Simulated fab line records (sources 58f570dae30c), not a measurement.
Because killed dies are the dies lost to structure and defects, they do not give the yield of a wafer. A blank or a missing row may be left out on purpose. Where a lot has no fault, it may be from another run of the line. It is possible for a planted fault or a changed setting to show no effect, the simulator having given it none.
Which tool is to blame? || flow berkeley cmos170 || Sampling: 14 lots, 42 wafers, 3 of 331 route steps

## WHAT THE GAUGES READ, wafer by wafer
UCB170_V1_OVL_MEAS_13.
{"lot": "L222", "measured": "day 7 15:26", "on": "overlay-02", "V1_OVL (nm)": "-4 -4 1"}
{"lot": "L224", "measured": "day 8 00:14", "on": "overlay-01", "V1_OVL (nm)": "-13 -8 -11"}
{"lot": "L225", "measured": "day 8 21:02", "on": "overlay-02", "V1_OVL (nm)": "-4 0 -6"}
{"lot": "L229", "measured": "day 9 08:58", "on": "overlay-01", "V1_OVL (nm)": "0 -1 -3"}
{"lot": "L228", "measured": "day 9 09:10", "on": "overlay-02", "V1_OVL (nm)": "3 1 0"}
{"lot": "L231", "measured": "day 9 09:24", "on": "overlay-01", "V1_OVL (nm)": "-12 -5 -5"}
{"lot": "L226", "measured": "day 9 09:38", "on": "overlay-02", "V1_OVL (nm)": "7 13 3"}
{"lot": "L230", "measured": "day 9 23:35", "on": "overlay-01", "V1_OVL (nm)": "-2 -5 1"}
{"lot": "L233", "measured": "day 10 06:00", "on": "overlay-02", "V1_OVL (nm)": "-11 -15 -8"}
{"lot": "L234", "measured": "day 11 05:37", "on": "overlay-01", "V1_OVL (nm)": "-1 1 1"}
{"lot": "L236", "measured": "day 11 05:52", "on": "overlay-01", "V1_OVL (nm)": "-1 2 -4"}
{"lot": "L237", "measured": "day 11 14:44", "on": "overlay-02", "V1_OVL (nm)": "7 -2 3"}
{"lot": "L242", "measured": "day 12 04:47", "on": "overlay-02", "V1_OVL (nm)": "5 5 3"}
{"lot": "L243", "measured": "day 12 07:47", "on": "overlay-02", "V1_OVL (nm)": "0 -6 2"}

UCB170_V1_CD_MEAS_90: target cd 700 nm.
{"lot": "L222", "measured": "day 7 15:46", "on": "cd sem-01", "cd nm (nm)": "698.8 698.3 697.9"}
{"lot": "L224", "measured": "day 8 00:38", "on": "cd sem-02", "cd nm (nm)": "698.7 701.2 699.0"}
{"lot": "L225", "measured": "day 8 21:21", "on": "cd sem-02", "cd nm (nm)": "698.0 698.8 698.3"}
{"lot": "L229", "measured": "day 9 09:17", "on": "cd sem-01", "cd nm (nm)": "696.5 699.7 697.1"}
{"lot": "L228", "measured": "day 9 09:29", "on": "cd sem-02", "cd nm (nm)": "696.4 694.2 697.1"}
{"lot": "L231", "measured": "day 9 09:44", "on": "cd sem-02", "cd nm (nm)": "699.0 696.8 698.2"}
{"lot": "L226", "measured": "day 9 09:58", "on": "cd sem-02", "cd nm (nm)": "699.2 701.1 702.1"}
{"lot": "L230", "measured": "day 9 23:56", "on": "cd sem-02", "cd nm (nm)": "702.2 701.9 703.6"}
{"lot": "L233", "measured": "day 10 06:20", "on": "cd sem-02", "cd nm (nm)": "700.8 701.4 700.0"}
{"lot": "L234", "measured": "day 11 05:56", "on": "cd sem-02", "cd nm (nm)": "700.7 699.4 698.2"}
{"lot": "L236", "measured": "day 11 06:13", "on": "cd sem-02", "cd nm (nm)": "701.7 702.8 700.3"}
{"lot": "L237", "measured": "day 11 15:02", "on": "cd sem-01", "cd nm (nm)": "695.6 697.6 696.5"}
{"lot": "L242", "measured": "day 12 05:07", "on": "cd sem-01", "cd nm (nm)": "698.3 698.7 700.8"}
{"lot": "L243", "measured": "day 12 08:06", "on": "cd sem-01", "cd nm (nm)": "698.9 698.3 697.0"}

UCB170_M2_OVL_MEAS_16.
{"lot": "L222", "measured": "day 7 18:27", "on": "overlay-01", "M2_OVL (nm)": "1 -5 4"}
{"lot": "L224", "measured": "day 8 04:29", "on": "overlay-01", "M2_OVL (nm)": "2 -4 -3"}
{"lot": "L225", "measured": "day 8 23:41", "on": "overlay-02", "M2_OVL (nm)": "-2 3 2"}
{"lot": "L229", "measured": "day 9 11:46", "on": "overlay-01", "M2_OVL (nm)": "-2 -1 -4"}
{"lot": "L228", "measured": "day 9 12:29", "on": "overlay-01", "M2_OVL (nm)": "-4 -4 -5"}
{"lot": "L231", "measured": "day 9 12:53", "on": "overlay-01", "M2_OVL (nm)": "-1 -8 -6"}
{"lot": "L226", "measured": "day 9 13:02", "on": "overlay-02", "M2_OVL (nm)": "-2 -2 -3"}
{"lot": "L230", "measured": "day 10 02:25", "on": "overlay-01", "M2_OVL (nm)": "-2 -3 -12"}
{"lot": "L233", "measured": "day 10 10:20", "on": "overlay-02", "M2_OVL (nm)": "7 6 -3"}
{"lot": "L234", "measured": "day 11 08:15", "on": "overlay-01", "M2_OVL (nm)": "-10 -4 -6"}
{"lot": "L236", "measured": "day 11 08:22", "on": "overlay-01", "M2_OVL (nm)": "5 -3 -3"}
{"lot": "L237", "measured": "day 11 17:29", "on": "overlay-02", "M2_OVL (nm)": "-16 -8 -14"}
{"lot": "L242", "measured": "day 12 09:05", "on": "overlay-02", "M2_OVL (nm)": "3 0 6"}
{"lot": "L243", "measured": "day 12 11:42", "on": "overlay-02", "M2_OVL (nm)": "-4 -2 1"}

## EACH LOT AND THE TOOL THAT RAN IT (in order: tool; ch and the chambers of the sampled wafers; start)
The record holds no process step before these readings.

## AS READ BY THE TOOLS THEMSELVES (means over the sampled wafers that have a number; for cases with no such wafer, the mark the record gives instead)
The record holds no such reading with a usual standard deviation.

## THE ANSWER, worked out from the rows above alone
Rule: usual is defined by the lots themselves. Put in order of their means at a reading, lots are off if they are a third of the lots or fewer, leave a main group of 4 or more, and stand apart from it by a gap of 3 or more times the standard deviation of the main group's means; of several such gaps the widest counts. A main group is skipped when, at the precision printed for the reading in the tables above, its means are all equal. A lot without any number at a reading at which 4 lots or more have one is off too. Where the step has rows for the other lots, those lots are counted as sound. First the gauges in route order, then the tools' own readings, where a lot's mean is used as printed above. The first step at which some lot is off is used, and at that step the reading that is off furthest; a lot without a number counts as furthest.
No lot is off on any of the readings shown, so nothing can be concluded from this.

## WHAT THE SIMULATOR PUT IN
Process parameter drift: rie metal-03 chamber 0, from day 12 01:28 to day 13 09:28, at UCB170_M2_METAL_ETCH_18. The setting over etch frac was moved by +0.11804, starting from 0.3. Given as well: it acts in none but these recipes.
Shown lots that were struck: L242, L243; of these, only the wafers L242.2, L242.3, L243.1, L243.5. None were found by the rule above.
